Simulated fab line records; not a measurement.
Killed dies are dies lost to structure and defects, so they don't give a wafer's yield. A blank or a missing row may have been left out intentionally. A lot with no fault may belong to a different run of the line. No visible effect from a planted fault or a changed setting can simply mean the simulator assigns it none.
A lot that was struck, set against a sound lot | flow ritCmos | 20 out of 202 route steps
Sound: these wafers, L319.2, L319.5, L319.6. Struck: wafers L324.2, L324.4, L324.6. The cause is given at the end.
Order at every step that has rows: each side's tool, ch and its chambers, its first start. Under that, the readings that differ: sound wafers | struck wafers | difference of the means | sigmas: that difference in standard deviations of wafers without a fault.
alike: words and numbers the same on both sides, and readings whose means are apart by under 2 such deviations; not compared: readings that were withheld, readings missing a value for some wafer, numbers with overlapping values and no deviation given by the record, and bounds like >300 which may hide the same value.
A row with sigmas, a row that says differs or no value, or rows on one side alone: a step with any of these is where the two part. Numbers that don't overlap but have no deviation are shown without sigmas and don't part them. A reading missing from all wafers of one side parts the sides only when that side holds two or more wafers.

RIT_CONTACT_CD_MEAS_08: the cd target is 1000 nm.
  struck on cdSem-02, day 4 20:50; sound on cdSem-01, day 3 18:41
  alike: cdNm
RIT_CONTACT_OVL_MEAS_09:
  struck on overlay-02, day 4 20:56; sound on overlay-01, day 3 18:47
  alike: CONTACT_OVL
then, 1 step without rows for these wafers: RIT_CONTACT_HARDBAKE_10 (time 60 s).
RIT_CONTACT_ETCH_11: etches SiO2 in CHF3/CF4/Ar, stops on TiSi2, target depth 480 nm, time 320 s.
  sound on rieDiel-04 ch 2,3, day 3 19:04; struck on rieDiel-02 ch 1,2,3, day 4 21:13
  alike: drypumpMotorCurrentA, mfcArSccm, oesProductAu, throttleValvePct
  not compared: rfHoursCounterH
RIT_CONTACT_STRIP_12: strips in O2, time 180 s.
  sound on plasmaAsher-03 ch 0,1, day 3 19:15; struck on plasmaAsher-03 ch 0,1, day 4 21:24
  alike: drypumpMotorCurrentA, rfReflPowerW
  not compared: rfHoursCounterH
RIT_CONTACT_CD_MEAS_90: the cd target is 1000 nm.
  struck on cdSem-02, day 4 21:36; sound on cdSem-02, day 3 19:27
  alike: cdNm
then, 2 steps without rows for these wafers: RIT_CONTACT_CLEAN_13 (cleans in SC1, time 600 s); RIT_CONTACT_CLEAN_14 (cleans in SC2, time 600 s).
RIT_M1_SPUTTER_00: material Al, target thk 400 nm, time 500 s.
  struck on pvdSputter-04, day 4 22:03; sound on pvdSputter-03, day 3 19:55
  alike: throttleValvePct
RIT_M1_RS_MEAS_01: measures by four-point-probe.
  struck on filmMetro-02, day 4 22:22; sound on filmMetro-02, day 3 20:14
  alike: M1_AL_RS
RIT_M1_THK_MEAS_02: measures by xrf.
  struck on filmMetro-02, day 4 22:28; sound on filmMetro-02, day 3 20:20
  alike: M1_AL_THK
then, 1 step without rows for these wafers: RIT_M1_HMDS_03 (prime time 60 s).
RIT_M1_COAT_04: resist thk 1300 nm.
  sound on lithoTrack-02 ch 0, day 3 20:34; struck on lithoTrack-01, day 4 22:41
  no value came back on the struck wafers for chillPlateTempC (C), dispensePressureKPa (kPa), exhaustPa (Pa); on the sound wafers chillPlateTempC (C) reads 23.04 22.91 23.09
then, 4 steps without rows for these wafers: RIT_M1_SOFTBAKE_05 (time 60 s); RIT_M1_EXPOSE_06 (exposes mask M12, target cd 2600 nm); RIT_M1_PEB_07; RIT_M1_DEVELOP_08 (develop time 68 s).
RIT_M1_CD_MEAS_09: the cd target is 2600 nm.
  struck on cdSem-02, day 4 23:25; sound on cdSem-01, day 3 21:25
reading   | sound                | struck | difference                    | sigmas
cdNm (nm) | 2604.7 2603.5 2604.9 | - - -  | no value on the struck wafers | 
RIT_M1_OVL_MEAS_10:
  struck on overlay-01, day 4 23:32; sound on overlay-01, day 3 21:31
reading     | sound        | struck | difference                    | sigmas
M1_OVL (nm) | -1.2 2.0 2.4 | - - -  | no value on the struck wafers | 
RIT_M1_PROBE_99:
  struck on prober-01, day 5 04:14; sound on prober-02, day 4 01:43
reading                 | sound             | struck         | difference | sigmas
defectLimitedYield (%)  | 95.8 98.5 98.5    | 0 0 0          | -98        | -89
killed_at_M0_to_M3      | 0 0 0             | 259 257 257    | +258       | 
killedDies              | 11 4 4            | 264 264 264    | +258       | +92
killedOnRim             | 3 0 0             | 70 70 70       | +69        | +53
sort_bin_5_function (%) | 3.0 0.8 0.8       | 99.6 98.9 98.1 | +97.3      | +99 or more
sortNPass               | 253.0 260.0 260.0 | 0 0 0          | -258       | -92
sortYieldPct (%)        | 95.8 98.5 98.5    | 0 0 0          | -98        | -89
  alike: killedAtContacts, killedAtFrontEnd, killedOpen, killedShort, sort_bin_3_pad_short, sort_bin_6_memory

WHERE THEY PART
First at RIT_M1_COAT_04; last, within this record, at RIT_M1_PROBE_99.

WHY: what had been put in by the simulator
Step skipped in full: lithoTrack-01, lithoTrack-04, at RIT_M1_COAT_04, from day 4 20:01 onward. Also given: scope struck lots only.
